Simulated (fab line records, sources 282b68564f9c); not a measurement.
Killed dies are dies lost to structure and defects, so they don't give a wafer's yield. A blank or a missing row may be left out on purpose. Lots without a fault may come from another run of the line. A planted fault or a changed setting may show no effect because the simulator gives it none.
fab line records | flow rit_cmos
record lots=5 wafers=15 last_day=7
route steps=202 shown NSD@133 PSD@142 SDANNEAL@153 M1@202
lots that met no fault: from a run of the same line without faults
start_h: hours from the record's first day to the start of the lot's first wafer shown | wait_h: hours since the lot's step before | " the same as in the row above | L1.1+2: a row that stands for several wafers | - no value, or no start given | * or withheld: withheld | < > ~ a bound
route shown NAME@n: a module of which the file shows steps, and the number in the route of the first | usual: mean/standard deviation of fault-free wafers | same: alike in all rows | chamber/n: place in a boat | sites: the reading at each site | _std_site: their standard deviation | _edge_site: outer sites' mean less inner sites' | radius_mm: how far each site lies from the wafer's centre | mask NAME#n: copy n | behind: the tool/chamber that last shaped the wafer | hold: why the lot was held/for how many hours/how that ended | device: the transistor (n, p or np) that didn't switch | end of line: the same wafers' tests at the end of the route | a step without rows: its recipe alone | killed: dies lost to structure and defects at the first sort, not the wafer's yield | map: a wafer's dies, x killed, . not, _ none there
set.NAME: the setting as run; set.NAME@STEP: as run at that earlier step | model.NAME: the simulator's own value behind a step, which no gauge read
lots at some steps of the route; a table a step, a row a wafer
services: from which hour (start_h, from the record's first day; less than 0 if before it) a tool's chamber was out of use, for how many hours, and why
## steps
# step RIT_NSD_SOFTBAKE_02
# recipe resist=NOVOLAK temp_c=90 time_s=60
# step RIT_NSD_EXPOSE_03
# recipe mask_id=M9 na=0.57 target_cd_nm=40700 dose_mj=250
# step RIT_NSD_PEB_04
# recipe resist=NOVOLAK temp_c=withheld time_s=withheld
# step RIT_NSD_DEVELOP_05
# recipe resist=NOVOLAK develop_time_s=50 dev_temp_c=23
# step RIT_NSD_OVL_MEAS_06
# usual NSD_OVL=-0.3/1.6
# columns lot.wafer tool chamber start_h wait_h NSD_OVL[nm]
L865.1 overlay-01 - 79.82 - -2.0
L865.4 " - " " -0.2
L865.5 " - " " -0.8
L866.1 overlay-01 - 84.73 - -1.8
L866.2 " - " " -2.1
L866.4 " - " " -1.8
L871.1 overlay-02 - 115.27 - -0.6
L871.2 " - " " -1.3
L871.3 " - " " 2.0
L879.2 overlay-02 - 154.38 - -2.0
L879.4 " - " " -0.8
L879.6 " - " " -1.0
L882.1 overlay-01 - 169.11 - -0.7
L882.3 " - " " -0.2
L882.5 " - " " 0.0
# step RIT_NSD_HARDBAKE_07
# recipe resist=NOVOLAK temp_c=140 time_s=60
# step RIT_NSD_IMPLANT_08
# recipe species=P energy_kev=25 dose_cm2=1e+15 tilt_deg=7
# step RIT_NSD_STRIP_09
# recipe chemistry=O2 time_s=180 resist=NOVOLAK platen_temp_c=withheld power_w=500 pressure_mtorr=4000 o2_flow_sccm=4000
# usual drypump_motor_current_A=5.9/0.41
# columns lot.wafer tool chamber start_h wait_h drypump_motor_current_A rf_hours_counter_h
L865.1 plasma_asher-03 1 80.16 0.1 5.6 44
L865.4 " 1 " " 5.6 -
L865.5 " 1 " " 5.6 -
L866.1 plasma_asher-04 1 85.06 0.1 6.1 44
L866.2 " 0 " " 6.6 44
L866.4 " 1 " " 6.1 -
L871.1 plasma_asher-02 0 115.61 0.1 5.5 47
L871.2 " 1 " " 5.5 47
L871.3 " 1 " " 5.5 -
L879.2 plasma_asher-04 1 154.71 0.1 6.1 51
L879.4 " 0 " " 6.5 -
L879.6 " 0 " " 6.5 -
L882.1 plasma_asher-03 0 169.56 0.1 5.7 6
L882.3 " 1 " " 5.6 -
L882.5 " 0 " " 5.7 -
# step RIT_NSD_TW_MEAS_10
# usual NSD_TW=3111/16
# columns lot.wafer tool chamber start_h wait_h NSD_TW
L865.1 film_metro-04 - 80.33 0.1 3141
L865.4 " - " " 3125
L865.5 " - " " 3131
L866.1 film_metro-03 - 85.24 0.1 3115
L866.2 " - " " 3123
L866.4 " - " " 3140
L871.1 film_metro-03 - 115.78 0.1 3088
L871.2 " - " " 3112
L871.3 " - " " 3129
L879.2 film_metro-03 - 154.89 0.1 3105
L879.4 " - " " 3104
L879.6 " - " " 3103
L882.1 film_metro-03 - 169.73 0.1 3092
L882.3 " - " " 3093
L882.5 " - " " 3088
# step RIT_PSD_HMDS_00
# recipe prime_time_s=60 prime_temp_c=140
# step RIT_PSD_COAT_01
# recipe resist=NOVOLAK spin_rpm=3250 resist_thk_nm=1000
# step RIT_PSD_SOFTBAKE_02
# recipe resist=NOVOLAK temp_c=90 time_s=60
# step RIT_PSD_EXPOSE_03
# recipe mask_id=M10 na=0.57 target_cd_nm=40900 dose_mj=250
# columns lot.wafer tool chamber start_h wait_h mask
L865.1+4+5 iline_stepper-02 0 80.84 0.1 M10#0
L866.1+2+4 iline_stepper-01 0 85.87 0.2 M10#0
L871.1+2+3 iline_stepper-01 0 116.42 0.2 M9#0
L879.2+4+6 iline_stepper-01 0 155.54 0.2 M10#0
L882.1+3+5 iline_stepper-02 0 170.37 0.2 M10#0
# step RIT_PSD_PEB_04
# recipe resist=NOVOLAK temp_c=withheld time_s=withheld
# step RIT_PSD_DEVELOP_05
# recipe resist=NOVOLAK develop_time_s=50 dev_temp_c=23
# step RIT_PSD_OVL_MEAS_06
# usual PSD_OVL=-0.4/1.2
# columns lot.wafer tool chamber start_h wait_h PSD_OVL[nm]
L865.1 overlay-01 - 81.24 - -3.5
L865.4 " - " " -3.2
L865.5 " - " " -2.5
L866.1 overlay-01 - 86.27 - 1.0
L866.2 " - " " 0.7
L866.4 " - " " 1.5
L871.1 overlay-01 - 116.82 - -
L871.2 " - " " -
L871.3 " - " " -
L879.2 overlay-01 - 155.93 - -1.5
L879.4 " - " " -1.4
L879.6 " - " " 0.1
L882.1 overlay-01 - 170.77 - -0.6
L882.3 " - " " -1.5
L882.5 " - " " -1.6
# step RIT_PSD_HARDBAKE_07
# recipe resist=NOVOLAK temp_c=140 time_s=60
# step RIT_PSD_IMPLANT_08
# recipe species=BF2 energy_kev=27 dose_cm2=5e+15 tilt_deg=7
# step RIT_PSD_STRIP_09
# recipe chemistry=O2 time_s=180 resist=NOVOLAK platen_temp_c=withheld power_w=500 pressure_mtorr=4000 o2_flow_sccm=4000
# usual drypump_motor_current_A=5.7/0.43
# columns lot.wafer tool chamber start_h wait_h drypump_motor_current_A rf_hours_counter_h
L865.1 plasma_asher-01 1 81.58 0.1 5.1 29
L865.4 " 0 " " 5.7 -
L865.5 " 1 " " 5.1 -
L866.1 plasma_asher-03 0 86.61 0.1 5.6 45
L866.2 " 1 " " 5.6 45
L866.4 " 1 " " 5.6 -
L871.1 plasma_asher-01 0 117.15 0.1 5.7 32
L871.2 " 1 " " 5.1 32
L871.3 " 0 " " 5.7 -
L879.2 plasma_asher-01 1 156.26 0.1 5.1 37
L879.4 " 0 " " 5.7 -
L879.6 " 1 " " 5.1 -
L882.1 plasma_asher-04 0 171.10 0.1 6.5 53
L882.3 " 1 " " 6.1 -
L882.5 " 0 " " 6.5 -
# step RIT_PSD_TW_MEAS_10
# usual PSD_TW=3416/14
# columns lot.wafer tool chamber start_h wait_h PSD_TW
L865.1 film_metro-03 - 81.75 0.1 3418
L865.4 " - " " 3414
L865.5 " - " " 3440
L866.1 film_metro-03 - 86.79 0.1 3435
L866.2 " - " " 3436
L866.4 " - " " 3435
L871.1 film_metro-03 - 117.33 0.1 30
L871.2 " - " " 30
L871.3 " - " " 30
L879.2 film_metro-02 - 156.44 0.1 3426
L879.4 " - " " 3432
L879.6 " - " " 3418
L882.1 film_metro-04 - 171.28 0.1 3407
L882.3 " - " " 3391
L882.5 " - " " 3398
# step RIT_SDANNEAL_CLEAN_00
# recipe chemistry=SC1 mix=3:3:50 time_s=600 temp_c=75
# step RIT_M1_PROBE_99
# usual killed_at_contacts=0.1/0.23 killed_at_front_end=6.7/2.7 killed_dies=6.7/2.7 killed_on_rim=1.8/1.2 killed_open=3.2/1.8 killed_short=3.5/1.9
# same gross_dies=264 killed_at_M0_to_M3=0 killed_at_M4_up=0 killed_at_back_side=0 killed_at_other=0
# columns lot.wafer tool chamber start_h wait_h killed_at_contacts killed_at_front_end killed_dies killed_on_rim killed_open killed_short
L865.1 prober-01 - 89.47 0.1 0 10 10 2 3 7
L865.4 prober-01 - 89.62 0.2 0 8 8 1 3 5
L865.5 prober-01 - 89.67 0.2 0 4 4 2 3 1
L866.1 prober-02 - 94.63 0.1 1 8 9 1 5 4
L866.2 prober-02 - 94.68 0.1 0 6 6 1 3 3
L866.4 prober-02 - 94.78 0.2 0 6 6 4 3 3
L871.1 prober-02 - 125.25 0.1 0 264 264 70 3 1
L871.2 prober-02 - 125.30 0.1 0 264 264 70 3 2
L871.3 prober-02 - 125.35 0.2 0 264 264 70 2 2
L879.2 prober-02 - 166.19 0.1 0 5 5 2 3 2
L879.4 prober-02 - 166.29 0.2 0 2 2 0 1 1
L879.6 prober-02 - 166.39 0.2 0 7 7 1 5 2
L882.1 prober-01 - 179.22 0.1 0 11 11 2 5 6
L882.3 prober-01 - 179.32 0.2 0 8 8 2 5 2
L882.5 prober-01 - 179.42 0.2 0 7 7 1 3 4
# killed by level:class
L865.1 GATE:geometric_particle:short=3 FOX1:geometric_particle:short=2 SPACER:geometric_particle:short=2 FOX2:geometric_particle:open=1 GATE:geometric_particle:open=1 SILICIDE:geometric_particle:open=1
L865.4 SPACER:geometric_particle:short=2 FOX1:geometric_particle:short=1 FOX2:geometric_particle:open=1 FOX2:geometric_particle:short=1 GATE:geometric_particle:open=1 REOX:geometric_particle:open=1 SILICIDE:geometric_particle:short=1
L865.5 FOX2:geometric_particle:open=2 REOX:geometric_particle:short=1 SPACER:geometric_particle:open=1
L866.1 SILICIDE:geometric_particle:open=3 GATE:geometric_particle:short=1 REOX:geometric_particle:short=1 REOX:geometric_particle:open=1 SPACER:geometric_particle:short=1 SILICIDE:geometric_particle:short=1 CONTACT:geometric_particle:open=1
L866.2 REOX:geometric_particle:open=2 FOX2:geometric_particle:short=1 GATE:geometric_particle:open=1 REOX:geometric_particle:short=1 SILICIDE:geometric_particle:short=1
L866.4 FOX1:geometric_particle:short=2 ACTIVE:geometric_particle:open=1 REOX:geometric_particle:open=1 SPACER:geometric_particle:short=1 SILICIDE:geometric_particle:open=1
L871.1 PSD:area_expose=260 GATE:geometric_particle:open=3 GATE:geometric_particle:short=1
L871.2 PSD:area_expose=259 GATE:geometric_particle:open=2 GATE:geometric_particle:short=1 REOX:geometric_particle:short=1 SILICIDE:geometric_particle:open=1
L871.3 PSD:area_expose=260 GATE:geometric_particle:open=1 GATE:geometric_particle:short=1 SPACER:geometric_particle:short=1 SILICIDE:geometric_particle:open=1
L879.2 FOX1:geometric_particle:open=2 GATE:geometric_particle:short=1 SPACER:geometric_particle:open=1 SILICIDE:geometric_particle:short=1
L879.4 GATE:geometric_particle:short=1 GATE:geometric_particle:open=1
L879.6 SPACER:geometric_particle:open=2 SILICIDE:geometric_particle:open=2 FOX1:geometric_particle:open=1 REOX:geometric_particle:short=1 SPACER:geometric_particle:short=1
L882.1 GATE:geometric_particle:open=3 REOX:geometric_particle:short=3 SPACER:geometric_particle:short=2 GATE:geometric_particle:short=1 REOX:geometric_particle:open=1 SILICIDE:geometric_particle:open=1
L882.3 SPACER:geometric_particle:open=2 FOX2:geometric_particle:open=1 GATE:geometric_particle:open=1 GATE:geometric_particle:short=1 REOX:geometric_particle:open=1 SPACER:geometric_particle:short=1 NSD:coat_microbubble_printed=1
L882.5 SPACER:geometric_particle:short=2 GATE:geometric_particle:short=1 FOX2:geometric_particle:short=1 GATE:geometric_particle:open=1 SPACER:geometric_particle:open=1 SILICIDE:geometric_particle:open=1
# map L871.1 (x killed, . not)
________xxxxxxx_______
_____xxxxxxxxxxxxx____
____xxxxxxxxxxxxxxx___
___xxxxxxxxxxxxxxxxx__
__xxxxxxxxxxxxxxxxxxx_
__xxxxxxxxxxxxxxxxxxx_
_xxxxxxxxxxxxxxxxxxxxx
_xxxxxxxxxxxxxxxxxxxxx
_xxxxxxxxxxxxxxxxxxxxx
_xxxxxxxxxxxxxxxxxxxxx
__xxxxxxxxxxxxxxxxxxx_
__xxxxxxxxxxxxxxxxxxx_
___xxxxxxxxxxxxxxxxx__
____xxxxxxxxxxxxxxx___
_____xxxxxxxxxxxxx____
________xxxxxxx_______
# map L866.1 (x killed, . not)
________......._______
_____.............____
____...............___
___.................__
__...............x..._
__..................._
_.......x.............
_..........x..........
_...........x.........
_.............x.......
__..................._
__......xx..........._
___.................__
____.........x.....___
_____.............____
________......x_______
## services
# columns tool chamber start_h hours kind
iline_stepper-01 - 107.45 1.7 pm
plasma_asher-03 - 108.84 9.0 pm
plasma_asher-03 0 108.84 9.0 vent_cycle
plasma_asher-03 1 108.84 9.0 vent_cycle
plasma_asher-03 0 117.84 - clean
plasma_asher-03 1 117.84 - clean
## key
first_sign step=RIT_PSD_EXPOSE_03 reading=mask direction=changed
effect step=RIT_PSD_OVL_MEAS_06 reading=PSD_OVL direction=missing
effect step=RIT_PSD_TW_MEAS_10 reading=PSD_TW direction=down sigmas=99+ usual=3416 struck=30
effect step=RIT_M1_PROBE_99 reading=killed_at_front_end direction=up sigmas=96 usual=6.7 struck=264
more_kills_born_at RIT_PSD_EXPOSE_03@iline_stepper-01=779
met_at RIT_PSD_EXPOSE_03
struck_wafers L871.1,L871.2,L871.3
tester_left_out L871
onset_between 85.87 116.42
fault kind=wrong_mask tool=any chamber=- onset_h=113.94 steps=RIT_PSD_EXPOSE_03 aux_copy=M9#0 scope=struck_lots_only
# tester_left_out: of these lots the tester's yield and bins aren't shown, on N5 and GAA mostly nor the transistor test; their killed dies are dies lost to structure and defects alone, not to doping, threshold or leakage, so they don't give the yield
